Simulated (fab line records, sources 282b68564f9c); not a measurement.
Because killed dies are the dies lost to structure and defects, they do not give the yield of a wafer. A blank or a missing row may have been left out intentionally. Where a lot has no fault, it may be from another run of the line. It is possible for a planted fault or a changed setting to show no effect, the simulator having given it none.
Struck lot and sound lot, side by side | flow ritCmos | 15 steps out of a route of 202
Sound: wafers L454.2, L454.3, L454.5. Struck: wafer L461.5 (left out: L461.1, L461.6 of the same lot, which were not struck); the cause appears at the end.
For every step that has rows: the tool of each side, followed by ch and its chambers, followed by its first start. Under that, the readings that differ: sound wafers | struck wafers | difference of the means | sigmas: that difference in standard deviations of wafers without a fault.
alike: a reading whose means differ by less than 2 such deviations, as well as words and numbers matching on both sides. not compared: withheld readings; readings where some wafer has no value; bounds like >300 that might hide an equal value; numbers whose values overlap and for which the record gives no deviation.
Wherever a step has rows on one side only, a row that says differs or no value, or a row with sigmas, the two part there. Non-overlapping numbers with no deviation appear without sigmas and do not part them. A reading missing from all wafers of one side parts the sides only when that side holds two or more wafers.

RIT_SILICIDE_RTA_06: time 10 s, ramp up 5 s, ramp down 10 s.
  sound on rtpAnneal-02 ch 0, day 3 13:19; struck on rtpAnneal-01 ch 0, day 4 23:21
reading          | sound             | struck | difference | sigmas
wafer_temp_C_max | 753.2 754.1 753.2 | 755.3  | +1.8       | +2
RIT_CONTACT_CVD_00: deposits SiO2 from TEOS, target thk 400 nm, time 61 s.
  sound on pecvd-02 ch 1,2, day 3 13:22; struck on pecvd-04 ch 1, day 4 23:25
  alike: heaterPowerW, rfFwdPowerW
RIT_CONTACT_THK_MEAS_01:
  sound on filmMetro-03 at day 3 13:26; struck on filmMetro-03 at day 4 23:28
  alike: CONTACT_TEOS_THK
then, 6 steps without rows for these wafers: RIT_CONTACT_HMDS_02 (prime time 60 s); RIT_CONTACT_COAT_03 (resist thk 1000 nm); RIT_CONTACT_SOFTBAKE_04 (time 60 s); RIT_CONTACT_EXPOSE_05 (exposes mask M11, target cd 1000 nm); RIT_CONTACT_PEB_06; RIT_CONTACT_DEVELOP_07 (develop time 120 s).
RIT_CONTACT_CD_MEAS_08: the cd target is 1000 nm.
  sound on cdSem-01 at day 3 14:35; struck on cdSem-02 at day 5 00:37
  alike: cdNm
RIT_CONTACT_OVL_MEAS_09:
  sound on overlay-02 at day 3 14:42; struck on overlay-02 at day 5 00:44
  alike: CONTACT_OVL
then, 1 step without rows for these wafers: RIT_CONTACT_HARDBAKE_10 (time 60 s).
RIT_CONTACT_ETCH_11: etches SiO2 in CHF3/CF4/Ar, stops on TiSi2, target depth 480 nm, time 320 s.
  sound on rieDiel-03 ch 2,3, day 3 14:53; struck on rieDiel-01 ch 2, day 5 00:56
reading                                     | sound             | struck | difference | sigmas
oesProductAu (a.u.)                         | 1.003 1.003 0.997 | 0.959  | -0.042     | -3
overEtchFrac                                | 0.2 0.2 0.2       | 0.7    | +0.5       | 
rfFwdPowerW (W)                             | 200.2 199.2 199.0 | 201.0  | +1.5       | +3
model.NOVOLAK_of_CONTACT_COAT_03.thkNm (nm) | 767.5 770.3 769.6 | 723.2  | -45.9      | 
  alike: cf4FlowSccm, chamberPressureMTorr, drypumpMotorCurrentA, throttleValvePct
  not compared: rfHoursCounterH
RIT_CONTACT_STRIP_12: strips in O2, time 180 s.
  sound on plasmaAsher-03 ch 0, day 3 15:04; struck on plasmaAsher-03 ch 1, day 5 01:07
  alike: chamberPressureMTorr, drypumpMotorCurrentA
  not compared: rfHoursCounterH
RIT_M1_PROBE_99:
  sound on prober-01 at day 3 19:47; struck on prober-02 at day 5 06:06
reading                                             | sound                | struck | difference | sigmas
model.etest.nmos_0p15.junctionLog10AUm              | -13.6 -13.61 -13.45  | -11.52 | +2.03      | 
model.etest.nmosNarrow.offLog10AUm                  | -13.15 -13.23 -13.09 | -11.51 | +1.65      | 
model.etest.gateEndArray.leakLog10AUm               | -12.84 -12.87 -13.05 | -11.36 | +1.56      | 
model.etest.nmos_0p3.offLog10AUm                    | -13.06 -13.01 -13.16 | -11.51 | +1.57      | 
model.etest.contactDiodeArray.leakLog10A (angstrom) | -9.432 -9.224 -9.447 | -8.14  | +1.23      | 
model.etest.pmos_0p15.junctionLog10AUm              | -13.74 -13.93 -13.85 | -12.48 | +1.36      | 
model.etest.antennaContact.gateLog10ACm2            | -6.293 -6.293 -6.514 | -5.943 | +0.424     | 
model.etest.pmos_0p3.offLog10AUm                    | -12.9 -13.01 -12.97  | -12.39 | +0.57      | 
  alike: killedAtFrontEnd, killedDies, killedOpen, killedShort

== WHERE THEY PART ==
Last at RIT_CONTACT_ETCH_11 as far as this record goes, first at RIT_SILICIDE_RTA_06. Later steps at which nothing parts them and some readings are alike: RIT_CONTACT_STRIP_12, RIT_M1_PROBE_99.

WHY: what the simulator had put in
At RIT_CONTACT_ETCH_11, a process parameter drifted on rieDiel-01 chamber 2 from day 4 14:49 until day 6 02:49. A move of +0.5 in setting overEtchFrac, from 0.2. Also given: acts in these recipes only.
